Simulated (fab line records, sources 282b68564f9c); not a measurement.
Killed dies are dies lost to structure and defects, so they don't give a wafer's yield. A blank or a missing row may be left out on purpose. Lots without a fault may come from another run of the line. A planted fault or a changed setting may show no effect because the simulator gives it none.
Tool commonality check | flow rit_cmos | 14 lots, 42 wafers sampled

WHY IT WAS OPENED
At RIT_SILICIDE_RS_MEAS_02 the reading SILICIDE_TI_RS is flagged on 2 of 14 lots. Wafers without a fault read 47.2 ohm/sq, standard deviation 0.74.
Rule: a lot is flagged when every wafer of it that has a number lies more than 4 standard deviations from that mean, or none has a number. The other lots count as sound.

lot  | measured    | on            | SILICIDE_TI_RS (ohm/sq), wafer by wafer | flag
L786 | day 3 02:21 | film_metro-02 | 46.5 47.7 47.2                          |
L787 | day 3 08:31 | film_metro-01 | 47.3 46.8 47.6                          |
L788 | day 3 16:45 | film_metro-01 | 19.9 20.1 20.0                          | FLAGGED
L789 | day 3 18:43 | film_metro-01 | 46.0 45.7 46.9                          |
L796 | day 5 05:01 | film_metro-01 | 47.1 46.7 46.8                          |
L799 | day 6 01:27 | film_metro-01 | 20.2 20.6 20.1                          | FLAGGED
L800 | day 6 03:19 | film_metro-02 | 47.2 47.2 46.5                          |
L802 | day 6 15:58 | film_metro-04 | 46.5 46.7 47.9                          |
L804 | day 7 01:22 | film_metro-01 | 47.2 48.0 47.9                          |
L805 | day 7 03:56 | film_metro-04 | 47.9 46.4 47.8                          |
L806 | day 7 11:08 | film_metro-01 | 46.6 47.5 48.4                          |
L807 | day 7 13:50 | film_metro-02 | 47.3 47.3 46.9                          |
L808 | day 7 17:04 | film_metro-01 | 46.2 46.6 47.0                          |
L809 | day 7 23:12 | film_metro-01 | 46.4 47.4 48.0                          |
The numbers of the flagged lots are 20.1 ohm/sq on average: -27.1 ohm/sq against the usual, or -37 standard deviations.

WHICH TOOL RAN EACH LOT
The record holds 2 process steps before the reading, out of a route of 202 steps. In each cell: the tool, then ch and the chambers that the sampled wafers went through, then the start.
lot  | flag    | RIT_PSD_STRIP_09                    | RIT_SILICIDE_SPUTTER_01
L786 |         | plasma_asher-01 ch 0,1, day 3 00:34 | pvd_sputter-01, day 3 02:12
L787 |         | plasma_asher-03 ch 0,1, day 3 06:59 | pvd_sputter-03, day 3 08:21
L788 | FLAGGED | plasma_asher-04 ch 0,1, day 3 15:07 | pvd_sputter-01, day 3 16:17
L789 |         | plasma_asher-03 ch 0,1, day 3 17:25 | pvd_sputter-03, day 3 18:34
L796 |         | plasma_asher-01 ch 1, day 5 03:33   | pvd_sputter-01, day 5 04:52
L799 | FLAGGED | plasma_asher-03 ch 0,1, day 5 23:47 | pvd_sputter-04, day 6 00:58
L800 |         | plasma_asher-01 ch 0,1, day 6 01:49 | pvd_sputter-01, day 6 03:08
L802 |         | plasma_asher-01 ch 0,1, day 6 14:38 | pvd_sputter-01, day 6 15:49
L804 |         | plasma_asher-01 ch 0,1, day 7 00:04 | pvd_sputter-01, day 7 01:13
L805 |         | plasma_asher-03 ch 0, day 7 02:28   | pvd_sputter-03, day 7 03:47
L806 |         | plasma_asher-03 ch 0,1, day 7 09:29 | pvd_sputter-01, day 7 10:59
L807 |         | plasma_asher-01 ch 0,1, day 7 12:31 | pvd_sputter-03, day 7 13:38
L808 |         | plasma_asher-01 ch 0,1, day 7 15:44 | pvd_sputter-01, day 7 16:53
L809 |         | plasma_asher-01 ch 0,1, day 7 21:43 | pvd_sputter-04, day 7 23:03
What these steps do:
- RIT_PSD_STRIP_09: strips in O2, time 180 s.
- RIT_SILICIDE_SPUTTER_01: material Ti, target thk 30 nm, time 240 s.
- RIT_SILICIDE_RS_MEAS_02: measures by four-point-probe.

FLAGGED OVER TOTAL, TOOL BY TOOL (the gauges that took the reading come last)
step                    | tool            | lots run | flagged | share of the flagged lots | sound lots run after its first flagged lot
RIT_PSD_STRIP_09        | plasma_asher-01 | 8        | 0       | none                      | -
RIT_PSD_STRIP_09        | plasma_asher-03 | 5        | 1       | some                      | 2 (L805,L806)
RIT_PSD_STRIP_09        | plasma_asher-04 | 1        | 1       | some                      | 0
RIT_SILICIDE_SPUTTER_01 | pvd_sputter-01  | 8        | 1       | some                      | 6 (L796,L800,L802,L804,L806,L808)
RIT_SILICIDE_SPUTTER_01 | pvd_sputter-03  | 4        | 0       | none                      | -
RIT_SILICIDE_SPUTTER_01 | pvd_sputter-04  | 2        | 1       | some                      | 1 (L809)
RIT_SILICIDE_RS_MEAS_02 | film_metro-01   | 9        | 2       | all                       | 6 (L789,L796,L804,L806,L808,L809)
RIT_SILICIDE_RS_MEAS_02 | film_metro-02   | 3        | 0       | none                      | -
RIT_SILICIDE_RS_MEAS_02 | film_metro-04   | 2        | 0       | none                      | -

WHAT THE TABLE ALLOWS
1 row of the table ran every flagged lot: film_metro-01 at RIT_SILICIDE_RS_MEAS_02.
- film_metro-01 at RIT_SILICIDE_RS_MEAS_02: 2 of its 9 lots flagged. Sound lots ran on it after the first flagged one (L789, L796, L804, L806, L808, L809), which a lasting fault on the whole tool wouldn't allow.
No row of the table ran every flagged lot and no sound lot after the first.

WHAT THE SIMULATOR HAD PUT IN
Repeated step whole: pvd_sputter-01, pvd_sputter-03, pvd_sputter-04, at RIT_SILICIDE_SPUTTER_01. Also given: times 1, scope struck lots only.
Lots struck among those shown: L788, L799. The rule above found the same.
